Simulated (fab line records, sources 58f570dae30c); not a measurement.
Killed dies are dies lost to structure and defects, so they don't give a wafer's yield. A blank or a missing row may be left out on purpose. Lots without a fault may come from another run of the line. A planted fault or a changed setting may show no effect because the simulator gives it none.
Chamber matching | flow berkeley_cmos170 | UCB170_SCREENOX_WET_ETCH_00 on wet_bench-01: 3 sister chambers
The step etches SiO2 in dHF, time 200 s. 3 wafers are shown with their chamber, then 6 later ones without.

WAFERS WITH THEIR CHAMBER
wafer  | chamber | run_length_s (s)
L208.6 | 0       | 224
L217.6 | 1       | 226
L218.6 | 2       | 233

WAFERS WITHOUT THEIR CHAMBER
wafer  | run_length_s (s)
L219.2 | 234
L219.4 | 234
L219.6 | 234
L224.2 | 224
L224.4 | 224
L224.6 | 224

WHICH CHAMBER EACH WENT THROUGH
wafer  | from the rows above | in truth
L219.2 | 2                   | 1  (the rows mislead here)
L219.4 | 2                   | 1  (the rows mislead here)
L219.6 | 2                   | 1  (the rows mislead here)
L224.2 | 0                   | 0
L224.4 | 0                   | 0
L224.6 | 0                   | 0
Placed correctly: 3 of 6. Can't be placed from these rows: 0. Placed wrongly: 3.
How it was worked out, from the rows above alone: a wafer's distance from a chamber is the root of the sum, over the readings, of the square of ((its reading less the chamber's mean) divided by the reading's scatter). The wafer belongs to the nearest chamber; if the next one is less than 2 further off, it can't be placed. A chamber's mean is the mean of its shown wafers. The scatter: with one shown wafer a chamber, the root of the mean of the squares of how far each hidden wafer lies from its nearest shown one.
